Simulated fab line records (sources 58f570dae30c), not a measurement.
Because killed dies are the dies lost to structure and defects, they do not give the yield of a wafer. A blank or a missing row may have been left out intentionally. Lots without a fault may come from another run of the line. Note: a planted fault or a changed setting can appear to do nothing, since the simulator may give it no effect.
2 desks looking at one fault | flow berkeley_cmos170 | only its own numbers are on each desk; what lay behind them is given at the end

METROLOGY DESK
Means of the sampled wafers that have a number, per lot and without regard to the tool the lot ran on: this is what the gauges read. A lot is out of limits, marked OUT, if its mean lies more than 4 standard deviations from the usual mean; the brackets give that distance.
Columns: A = SILICIDE_TI_RS at UCB170_SILICIDE_RS_MEAS_02, usual 26.0 ohm/sq; B = SILICIDE_TI_THK at UCB170_SILICIDE_THK_MEAS_03, usual 30.1 nm; C = CONTACT_PSG_THK at UCB170_CONTACT_THK_MEAS_02, usual 696 nm
lot  | first seen here | A    | B    | C
L842 | day 8 19:56     | 26.0 | 30.0 | 701
L852 | day 10 04:54    | 26.4 | 29.8 | 693
L855 | day 10 20:41    | 26.3 | 29.9 | 693
L858 | day 11 18:06    | 25.7 | 30.3 | 705
L856 | day 11 18:32    | 26.1 | 30.1 | 694
L860 | day 11 19:16    | 25.6 | 30.2 | 687
L863 | day 13 08:33    | 25.9 | 29.9 | 695
This desk found nothing out of limits on any of the 7 lots.

AT THE TOOL OWNER'S DESK: rtp_anneal-01
Per lot that ran on this tool, the mean of the sampled wafers carrying a number, from the tool's own readings at UCB170_CONTACT_RTA_08 (time 10 s). A lot is out of limits, marked OUT, if its mean lies more than 4 standard deviations from the usual mean; the brackets give that distance.
Columns: A = lamp_power_pct at UCB170_CONTACT_RTA_08, usual 22.1 %; B = wafer_temp_C_max at UCB170_CONTACT_RTA_08, usual 904.5
lot  | first seen here | A               | B
L852 | day 10 09:38    | 22.7            | 904.5
L855 | day 11 00:40    | 25.0 (+5.2) OUT | 938.3 (+31) OUT
L858 | day 11 23:08    | 25.1 (+5.3) OUT | 939.2 (+32) OUT
L856 | day 11 23:10    | 25.0 (+5.2) OUT | 938.5 (+31) OUT
This desk finds L855, L856, L858 out of limits, L855 being first, at day 11 00:40 (lamp_power_pct at UCB170_CONTACT_RTA_08). L852: within limits.

PUT TOGETHER
The tool owner's desk could have raised an alarm at day 11 00:40, on L855, L856, L858.
Metrology desk: nothing out of limits seen.
The metrology desk has L855, L856, L858 on record, within its limits.
On rtp_anneal-01, each named lot ran UCB170_CONTACT_RTA_08.

WHAT WAS PUT IN BY THE SIMULATOR
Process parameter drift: rtp_anneal-01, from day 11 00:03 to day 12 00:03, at UCB170_CONTACT_RTA_08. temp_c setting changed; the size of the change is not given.
Struck lots among those shown: L855, L856, L858.
Time in hours from fault onset to the first out-of-limits reading at each desk: the tool owner's desk, 1.
